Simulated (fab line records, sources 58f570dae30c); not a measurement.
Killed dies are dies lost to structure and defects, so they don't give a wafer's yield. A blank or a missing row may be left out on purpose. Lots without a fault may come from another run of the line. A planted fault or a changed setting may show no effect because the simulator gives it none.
Which tool did it? | flow berkeley_cmos170 | 14 lots, 42 wafers sampled, at 7 steps of a route of 331

WHAT THE GAUGES READ, wafer by wafer
UCB170_PLDD_OVL_MEAS_07.
lot  | measured     | on         | PLDD_OVL (nm)
L231 | day 7 15:11  | overlay-01 | -3 -6 -6
L230 | day 7 15:22  | overlay-02 | -1 15 2
L235 | day 8 03:17  | overlay-02 | 8 -3 3
L232 | day 8 04:02  | overlay-02 | -2 -9 -16
L233 | day 8 04:10  | overlay-01 | -11 -4 0
L237 | day 8 20:47  | overlay-01 | -7 0 -8
L236 | day 8 20:53  | overlay-02 | 4 9 7
L239 | day 9 03:07  | overlay-02 | -1 -11 -7
L240 | day 9 13:28  | overlay-01 | -10 -15 -6
L241 | day 10 00:07 | overlay-01 | -7 -6 -2
L242 | day 10 00:23 | overlay-02 | 0 1 -1
L247 | day 11 00:52 | overlay-02 | -1 -11 2
L252 | day 11 21:26 | overlay-01 | 2 3 -4
L253 | day 11 21:28 | overlay-02 | 2 -7 6

UCB170_PSD_OVL_MEAS_07.
lot  | measured     | on         | PSD_OVL (nm)
L231 | day 7 21:46  | overlay-02 | -3 -1 -6
L230 | day 8 01:40  | overlay-01 | 3 1 3
L235 | day 8 15:23  | overlay-02 | -5 11 8
L232 | day 8 15:41  | overlay-01 | -5 -2 -8
L233 | day 8 15:46  | overlay-01 | -9 -10 -2
L237 | day 9 08:17  | overlay-02 | 8 4 11
L236 | day 9 08:28  | overlay-02 | -9 -2 -10
L239 | day 9 13:44  | overlay-01 | 1 3 4
L240 | day 9 22:55  | overlay-01 | 3 -6 6
L241 | day 10 10:59 | overlay-01 | -9 -9 -9
L242 | day 10 10:45 | overlay-01 | -5 -5 -7
L247 | day 11 09:44 | overlay-02 | -3 -4 -1
L252 | day 12 04:15 | overlay-01 | -11 -3 -7
L253 | day 12 09:16 | overlay-01 | -6 -4 -2

UCB170_PSD_TW_MEAS_10.
lot  | measured     | on            | PSD_TW
L231 | day 7 22:03  | film_metro-04 | 2304 2307 2307
L230 | day 8 01:58  | film_metro-01 | 2343 2339 2348
L235 | day 8 15:40  | film_metro-04 | 2323 2328 2321
L232 | day 8 16:05  | film_metro-01 | 2367 2356 2353
L233 | day 8 16:14  | film_metro-02 | 2348 2350 2349
L237 | day 9 08:34  | film_metro-01 | 2340 2341 2351
L236 | day 9 08:44  | film_metro-02 | 2347 2342 2352
L239 | day 9 14:02  | film_metro-02 | 2329 2337 2325
L240 | day 9 23:12  | film_metro-01 | 2268 2266 2269
L241 | day 10 11:17 | film_metro-02 | 2266 2268 2246
L242 | day 10 11:06 | film_metro-04 | 2329 2324 2323
L247 | day 11 10:02 | film_metro-02 | 2319 2340 2329
L252 | day 12 04:32 | film_metro-04 | 2304 2316 2313
L253 | day 12 09:34 | film_metro-02 | 2351 2336 2324

UCB170_SDANNEAL_RS_MEAS_02: measures by four-point-probe.
lot  | measured     | on            | PSD_RS (ohm/sq)
L231 | day 8 01:47  | film_metro-02 | 76.5 76.4 76.4
L230 | day 8 05:46  | film_metro-01 | 76.1 76.4 76.4
L235 | day 8 19:56  | film_metro-01 | 75.7 76.0 76.2
L232 | day 8 20:49  | film_metro-01 | 75.8 75.9 76.3
L233 | day 8 20:58  | film_metro-04 | 75.4 75.3 75.3
L237 | day 9 14:28  | film_metro-02 | 75.8 75.9 76.0
L236 | day 9 15:08  | film_metro-02 | 75.9 75.8 75.8
L239 | day 9 20:49  | film_metro-02 | 76.3 76.7 76.2
L240 | day 10 02:08 | film_metro-04 | 77.7 77.3 77.4
L241 | day 10 14:38 | film_metro-01 | 77.3 77.0 77.2
L242 | day 10 14:26 | film_metro-04 | 75.4 75.6 75.7
L247 | day 11 18:11 | film_metro-02 | 75.7 75.5 75.7
L252 | day 12 10:56 | film_metro-02 | 75.9 75.4 75.5
L253 | day 12 13:32 | film_metro-04 | 75.6 76.2 75.9

WHICH TOOL RAN EACH LOT (tool, then ch and the chambers of the sampled wafers, then the start)
lot  | UCB170_GATE_ETCH_15              | UCB170_PSD_IMPLANT_08           | UCB170_PSD_STRIP_09
L231 | rie_si-02 ch 2,3, day 7 12:41    | implanter-02 ch 0, day 7 21:48  | plasma_asher-01 ch 0,1, day 7 21:57
L230 | rie_si-01 ch 1,2,3, day 7 13:20  | implanter-03 ch 0, day 8 01:44  | plasma_asher-01 ch 0,1, day 8 01:52
L235 | rie_si-02 ch 0,1,2, day 8 01:52  | implanter-03 ch 0, day 8 15:25  | plasma_asher-01 ch 1, day 8 15:34
L232 | rie_si-02 ch 2,3, day 8 02:20    | implanter-03 ch 0, day 8 15:51  | plasma_asher-02 ch 0,1, day 8 15:59
L233 | rie_si-01 ch 2,3, day 8 02:28    | implanter-03 ch 0, day 8 15:59  | plasma_asher-02 ch 0,1, day 8 16:08
L237 | rie_si-02 ch 0,2,3, day 8 17:48  | implanter-03 ch 0, day 9 08:20  | plasma_asher-04 ch 0,1, day 9 08:28
L236 | rie_si-01 ch 1,2,3, day 8 18:08  | implanter-01 ch 0, day 9 08:29  | plasma_asher-01 ch 0,1, day 9 08:38
L239 | rie_si-02 ch 1,2,3, day 9 01:08  | implanter-01 ch 0, day 9 13:47  | plasma_asher-01 ch 0,1, day 9 13:56
L240 | rie_si-02 ch 0,2,3, day 9 11:14  | implanter-01 ch 0, day 9 22:58  | plasma_asher-04 ch 0,1, day 9 23:05
L241 | rie_si-02 ch 0,2,3, day 9 22:22  | implanter-01 ch 0, day 10 11:02 | plasma_asher-01 ch 0,1, day 10 11:11
L242 | rie_si-01 ch 0,2, day 9 22:27    | implanter-03 ch 0, day 10 10:47 | plasma_asher-04 ch 0,1, day 10 10:56
L247 | rie_si-01 ch 1,2, day 10 23:04   | implanter-02 ch 0, day 11 09:50 | plasma_asher-02 ch 0,1, day 11 09:56
L252 | rie_si-02 ch 0,2,3, day 11 18:58 | implanter-02 ch 0, day 12 04:17 | plasma_asher-01 ch 0,1, day 12 04:26
L253 | rie_si-01 ch 0,2,3, day 11 19:14 | implanter-02 ch 0, day 12 09:21 | plasma_asher-01 ch 0,1, day 12 09:29
- UCB170_GATE_ETCH_15: etches poly-Si in HBr/Cl2, stops on SiO2, time 56.3 s, target depth 278.2 nm.
- UCB170_PSD_IMPLANT_08
- UCB170_PSD_STRIP_09: strips in O2.

WHAT THE TOOLS THEMSELVES READ (means of the sampled wafers that have a number; where no wafer has one, the mark that the record gives instead)
UCB170_GATE_ETCH_15.
lot  | tool      | drypump_motor_current_A (A) | he_backside_leak_sccm (sccm) | oes_product_au (a.u.) | throttle_valve_pct (%)
L231 | rie_si-02 | 5.2                         | 2.60                         | 0.822                 | 26.55
L230 | rie_si-01 | 5.7                         | 2.85                         | 0.816                 | 26.68
L235 | rie_si-02 | 5.4                         | 2.69                         | 0.833                 | 26.52
L232 | rie_si-02 | 5.1                         | 2.50                         | 0.825                 | 26.48
L233 | rie_si-01 | 5.5                         | 2.97                         | 0.821                 | 26.61
L237 | rie_si-02 | 5.5                         | 2.68                         | 0.844                 | 26.48
L236 | rie_si-01 | 5.7                         | 2.83                         | 0.817                 | 26.68
L239 | rie_si-02 | 5.1                         | 2.43                         | 0.841                 | 26.50
L240 | rie_si-02 | 5.4                         | 2.61                         | 0.838                 | 26.48
L241 | rie_si-02 | 5.5                         | 2.64                         | 0.839                 | 26.49
L242 | rie_si-01 | 5.3                         | 2.95                         | 0.823                 | 26.42
L247 | rie_si-01 | 5.6                         | 2.74                         | 0.825                 | 26.56
L252 | rie_si-02 | 5.5                         | 3.04                         | 0.836                 | 26.50
L253 | rie_si-01 | 5.5                         | 2.88                         | 0.823                 | 26.56

UCB170_PSD_IMPLANT_08.
lot  | tool         | beam_energy_keV | tilt_deg (degrees)
L231 | implanter-02 | 20.008          | 6.995
L230 | implanter-03 | 19.997          | 7.014
L235 | implanter-03 | 20.004          | 6.998
L232 | implanter-03 | 20.008          | 7.011
L233 | implanter-03 | 19.997          | 6.999
L237 | implanter-03 | 20.002          | 7.012
L236 | implanter-01 | 19.995          | 7.013
L239 | implanter-01 | 20.004          | 7.011
L240 | implanter-01 | 17.653          | 6.993
L241 | implanter-01 | 17.654          | 7.005
L242 | implanter-03 | 20.002          | 7.001
L247 | implanter-02 | 19.991          | 7.017
L252 | implanter-02 | 20.002          | 6.982
L253 | implanter-02 | 19.996          | 6.999

UCB170_PSD_STRIP_09.
lot  | tool            | drypump_motor_current_A (A) | oes_product_au (a.u.) | strip_time_to_endpoint_s (s)
L231 | plasma_asher-01 | 5.94                        | 0.603                 | 29.26
L230 | plasma_asher-01 | 5.90                        | 0.604                 | 29.30
L235 | plasma_asher-01 | 5.74                        | 0.602                 | 29.32
L232 | plasma_asher-02 | 5.74                        | 0.599                 | 29.36
L233 | plasma_asher-02 | 5.72                        | 0.602                 | 29.34
L237 | plasma_asher-04 | 6.16                        | 0.606                 | 29.30
L236 | plasma_asher-01 | 6.13                        | 0.603                 | 29.32
L239 | plasma_asher-01 | 5.96                        | 0.599                 | 29.24
L240 | plasma_asher-04 | 6.12                        | 0.613                 | 28.31
L241 | plasma_asher-01 | 6.15                        | 0.610                 | 28.31
L242 | plasma_asher-04 | 6.10                        | 0.600                 | 29.25
L247 | plasma_asher-02 | 5.73                        | 0.602                 | 29.37
L252 | plasma_asher-01 | 5.95                        | 0.603                 | 29.29
L253 | plasma_asher-01 | 6.13                        | 0.595                 | 29.29

THE ANSWER, worked out from the rows above alone
Rule: what is usual is taken from the lots themselves. Put in order of their means at a reading, lots are off if they are a third of the lots or fewer, leave a main group of 4 or more, and stand apart from it by a gap of 3 or more times the standard deviation of the main group's means; of several such gaps the widest counts. A main group whose means are all the same, to the digits that the tables above print for the reading, isn't used. A lot without any number at a reading at which 4 lots or more have one is off too. The other lots that the step has rows for count as sound. The gauges are gone through in route order, then the tools' own readings, and for those a lot's mean is taken as printed above. The first step at which some lot is off is used, and at that step the reading that is off furthest; a lot without a number counts as furthest.
Off: L240, L241, at UCB170_PSD_IMPLANT_08 (beam_energy_keV). The main group: mean 20.000, standard deviation 0.0051.
A tool fits if, at that step or a process step before it, it ran every lot that is off, and no sound lot after the first of them. One fits: implanter-01 at UCB170_PSD_IMPLANT_08. Its last sound lot is L239 (day 9 13:47), its first lot that is off L240 (day 9 22:58): a fault that began between those two fits.
The tool's own readings at UCB170_PSD_IMPLANT_08 bear it out: on the lots that are off they differ by more than 5 times the standard deviation of the sound lots' means. beam_energy_keV reads 17.654 there against 20.000 on the sound lots.

WHAT THE SIMULATOR HAD PUT IN
Process parameter drift: implanter-01, from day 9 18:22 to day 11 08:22, at UCB170_PSD_IMPLANT_08. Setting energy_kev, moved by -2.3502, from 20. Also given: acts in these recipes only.
Lots struck among those shown: L240, L241. The rule above found the same.
